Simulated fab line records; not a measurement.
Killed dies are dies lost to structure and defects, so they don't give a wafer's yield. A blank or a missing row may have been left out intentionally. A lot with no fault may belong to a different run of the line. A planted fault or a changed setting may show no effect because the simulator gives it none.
A struck lot beside a sound one -- flow rit cmos -- 15 out of 202 route steps
Sound: the wafers L311.1, L311.5, L311.6. Wafers struck: L318.1, L318.2, L318.5. Last of all comes the cause.
Order at every step that has rows: each side's tool, ch and its chambers, its first start. Under that, the readings that differ: sound wafers -- struck wafers -- difference of the means -- sigmas: that difference in standard deviations of wafers without a fault.
alike: readings with means less than 2 such deviations apart, plus words and numbers identical on both sides. not compared: withheld readings, readings lacking a value on some wafer, bounds such as >300 that could conceal the same value, and numbers that have no deviation in the record and whose values overlap.
Wherever a step has rows on one side only, a row that says differs or no value, or a row with sigmas, the two part there. Numbers that have no deviation but don't overlap get no sigmas and don't part them. A reading that every wafer of one side lacks parts them only if that side has two wafers or more.

RIT_SDANNEAL_RS_MEAS_07: measures by four-point-probe.
  sound on film metro-02, day 3 19:59; struck on film metro-03, day 5 04:56
  alike: NLDD_RS
then, 1 step without rows for these wafers: RIT_SILICIDE_WET_ETCH_00 (etches SiO2 in BOE, target depth 14 nm, time 15 s).
RIT_SILICIDE_SPUTTER_01: material Ti, target thk 30 nm, time 231.4 s.
  sound on pvd sputter-03, day 3 20:07; struck on pvd sputter-02, day 5 05:04
  alike: throttle valve pct
RIT_SILICIDE_RS_MEAS_02: measures by four-point-probe.
  sound on film metro-02, day 3 20:16; struck on film metro-02, day 5 05:13
  alike: SILICIDE_TI_RS
RIT_SILICIDE_THK_MEAS_03: measures by xrf.
  sound on film metro-02, day 3 20:23; struck on film metro-02, day 5 05:20
  alike: SILICIDE_TI_THK
RIT_SILICIDE_RTA_04: time 10 s, ramp up 5 s, ramp down 5 s.
  sound on rtp anneal-01 ch 0, day 3 20:27; struck on rtp anneal-02 ch 0, day 5 05:23
  alike: wafer_temp_C_max
then, 1 step without rows for these wafers: RIT_SILICIDE_WET_ETCH_05 (etches Ti in SPM, time 120 s).
RIT_SILICIDE_RTA_06: time 10 s, ramp up 5 s, ramp down 10 s.
  sound on rtp anneal-02 ch 0, day 3 20:34; struck on rtp anneal-01 ch 0, day 5 05:30
reading,sound,struck,difference,sigmas
wafer_temp_C_max,751.8 753.1 752.0,753.8 754.4 753.6,+1.6,+2
RIT_CONTACT_CVD_00: deposits SiO2 from TEOS, target thk 400 nm, time 61 s.
  sound on pecvd-03 ch 0,2, day 3 20:41; struck on pecvd-04 ch 0,2, day 5 05:34
  alike: heater power w
RIT_CONTACT_THK_MEAS_01:
  sound on film metro-01, day 3 20:44; struck on film metro-03, day 5 05:37
  alike: CONTACT_TEOS_THK
then, 2 steps without rows for these wafers: RIT_CONTACT_HMDS_02 (prime time 60 s); RIT_CONTACT_COAT_03 (resist thk 1000 nm).
RIT_CONTACT_SOFTBAKE_04: time 60 s.
  sound on litho track-04 ch 0, day 3 21:06; struck on litho track-02 ch 0, day 5 05:59
reading,sound,struck,difference,sigmas
heater power total W (W),34.65 34.61 34.62,36.34 36.27 36.35,+1.69,+38
plate temp C (C),90.06 90.12 90.06,- - -,no value on the struck wafers,
run length s (s),89.53 89.27 89.24,79.70 79.74 79.79,-9.60,-48
then, 1 step without rows for these wafers: RIT_CONTACT_EXPOSE_05 (exposes mask M11, target cd 1000 nm).
RIT_M1_PROBE_99:
  sound on prober-02, day 4 03:14; struck on prober-01, day 5 11:50
reading,sound,struck,difference,sigmas
killed at front end,2 3 13,7 16 19,+8,+3
killed dies,2 3 13,7 16 19,+8,+3
killed open,1 1 7,7 7 11,+5,+3
  alike: killed short

== WHERE THEY PART ==
Earliest at RIT_SILICIDE_RTA_06; latest, in this record, at RIT_M1_PROBE_99.

WHY: the cause the simulator had injected
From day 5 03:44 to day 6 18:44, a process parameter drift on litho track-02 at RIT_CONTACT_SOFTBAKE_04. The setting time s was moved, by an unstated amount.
